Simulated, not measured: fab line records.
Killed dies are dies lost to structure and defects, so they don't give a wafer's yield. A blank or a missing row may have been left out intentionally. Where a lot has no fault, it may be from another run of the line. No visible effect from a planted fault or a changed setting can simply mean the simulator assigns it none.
A struck lot beside a sound one :: flow ritCmos :: 15 out of 202 route steps
Sound: these wafers, L486.1, L486.3, L486.6. Struck: wafers L500.2, L500.3, L500.6. The cause is given at the end.
At each step with rows: each side's tool, then ch and its chambers, then its first start. Under that, the readings that differ: sound wafers :: struck wafers :: difference of the means :: sigmas: that difference in standard deviations of wafers without a fault.
alike: readings with means less than 2 such deviations apart, plus words and numbers identical on both sides. not compared: withheld readings, readings lacking a value on some wafer, bounds such as >300 that could conceal the same value, and numbers that have no deviation in the record and whose values overlap.
Wherever a step has rows on one side only, a row that says differs or no value, or a row with sigmas, the two part there. Non-overlapping numbers with no deviation appear without sigmas and do not part them. A reading missing from all wafers of one side parts the sides only when that side holds two or more wafers.

first, 5 steps without rows for these wafers: RIT_PSD_COAT_01 (resist thk 1000 nm); RIT_PSD_SOFTBAKE_02 (time 60 s); RIT_PSD_EXPOSE_03 (exposes mask M10, target cd 40900 nm); RIT_PSD_PEB_04; RIT_PSD_DEVELOP_05 (develop time 50 s).
RIT_PSD_OVL_MEAS_06:
  struck on overlay-02, day 7 04:52; sound on overlay-02, day 4 06:40
  alike: PSD_OVL
then, 2 steps without rows for these wafers: RIT_PSD_HARDBAKE_07 (time 60 s); RIT_PSD_IMPLANT_08.
RIT_PSD_STRIP_09: strips in O2, time 180 s.
  sound on plasmaAsher-04 ch 0,1, day 4 07:00; struck on plasmaAsher-02 ch 0,1, day 7 05:11
  alike: drypumpMotorCurrentA
  not compared: rfHoursCounterH
RIT_PSD_TW_MEAS_10:
  struck on filmMetro-01, day 7 05:23; sound on filmMetro-03, day 4 07:10
  alike: PSD_TW
then, 2 steps without rows for these wafers: RIT_SDANNEAL_CLEAN_00 (cleans in SC1, time 600 s); RIT_SDANNEAL_CLEAN_01 (cleans in dHF, time 30 s).
RIT_SDANNEAL_CLEAN_02: cleans in SC2, time 600 s.
  sound on wetBench-02 ch 0, day 4 07:25; struck on wetBench-01 ch 0, day 7 05:38
reading: runLengthS (s)
sound: 633 633 633
struck: 559 559 559
difference: -74
sigmas: -22
  alike: bathGuardTempC
RIT_SDANNEAL_RTA_03: time 5 s.
  sound on rtpAnneal-02 ch 0, day 4 07:37; struck on rtpAnneal-02 ch 0, day 7 05:49
  alike: wafer_temp_C_max
RIT_M1_PROBE_99:
  struck on prober-01, day 7 14:28; sound on prober-01, day 4 14:59
  alike: killedAtContacts, killedAtFrontEnd, killedDies, killedOpen, killedShort

## WHERE THEY PART
Only at RIT_SDANNEAL_CLEAN_02, as far as this record shows. Later steps at which nothing parts them and some readings are alike: RIT_SDANNEAL_RTA_03, RIT_M1_PROBE_99.

WHY: whatever the simulator had introduced
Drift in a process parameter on wetBench-01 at RIT_SDANNEAL_CLEAN_02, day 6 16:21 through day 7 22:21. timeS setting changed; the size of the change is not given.
